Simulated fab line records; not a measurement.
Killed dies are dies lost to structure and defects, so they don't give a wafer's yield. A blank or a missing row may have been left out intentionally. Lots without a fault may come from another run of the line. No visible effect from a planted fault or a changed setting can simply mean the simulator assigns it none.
Which tool is to blame? / flow berkeleyCmos170 / 7 lots, 21 wafers sampled, at 2 steps of a route of 331

== WHAT THE GAUGES SHOWED, per wafer ==
UCB170_PSD_OVL_MEAS_07.
lot=L954; measured=day 9 05:21; on=overlay-02; PSD_OVL (nm)=-6 3 4
lot=L957; measured=day 9 19:26; on=overlay-02; PSD_OVL (nm)=3 -1 1
lot=L958; measured=day 9 20:01; on=overlay-01; PSD_OVL (nm)=5 -4 -5
lot=L963; measured=day 10 07:25; on=overlay-01; PSD_OVL (nm)=6 -4 3
lot=L967; measured=day 11 05:44; on=overlay-02; PSD_OVL (nm)=3 -2 -6
lot=L964; measured=day 11 06:16; on=overlay-02; PSD_OVL (nm)=-157 -154 -160
lot=L971; measured=day 12 12:49; on=overlay-02; PSD_OVL (nm)=-9 -7 -6

== WHICH TOOL RAN EACH LOT (tool, then ch and the chambers of the sampled wafers, then the start) ==
lot=L954; UCB170_PSD_EXPOSE_03=krfScanner-01 ch 0, day 9 04:23
lot=L957; UCB170_PSD_EXPOSE_03=krfScanner-02 ch 0, day 9 18:42
lot=L958; UCB170_PSD_EXPOSE_03=krfScanner-01 ch 0, day 9 19:05
lot=L963; UCB170_PSD_EXPOSE_03=krfScanner-01 ch 0, day 10 06:39
lot=L967; UCB170_PSD_EXPOSE_03=krfScanner-01 ch 0, day 11 05:14
lot=L964; UCB170_PSD_EXPOSE_03=krfScanner-02 ch 0, day 11 05:35
lot=L971; UCB170_PSD_EXPOSE_03=krfScanner-01 ch 0, day 12 11:53
- UCB170_PSD_EXPOSE_03: exposes mask PSELECT MOD, target cd 1200 nm.

== THE ANSWER, worked out from the rows above alone ==
Rule: usual is defined by the lots themselves. Put in order of their means at a reading, lots are off if they are a third of the lots or fewer, leave a main group of 4 or more, and stand apart from it by a gap of 3 or more times the standard deviation of the main group's means; of several such gaps the widest counts. A main group is skipped when, at the precision printed for the reading in the tables above, its means are all equal. Also off: a lot with no number at a reading for which 4 or more lots have one. All remaining lots with rows at the step are treated as sound.
Off: at UCB170_PSD_OVL_MEAS_07 (PSD_OVL), L964. For the main group the mean is -1 nm and the standard deviation 3.
A tool fits if, at a process step before that reading, it ran every lot that is off, and no sound lot after the first of them. Those tools and the gauges at UCB170_PSD_OVL_MEAS_07 are tried in the same way. One candidate fits, namely krfScanner-02 at UCB170_PSD_EXPOSE_03. Its last sound lot is L957 (day 9 18:42), its first lot that is off L964 (day 11 05:35): a fault that began between those two fits.

== WHAT WAS PUT IN BY THE SIMULATOR ==
Scanner matching overlay: krfScanner-02, from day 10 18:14 on, at UCB170_PSD_EXPOSE_03. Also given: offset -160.
Struck lots among those shown: L964. Same finding as the rule above.
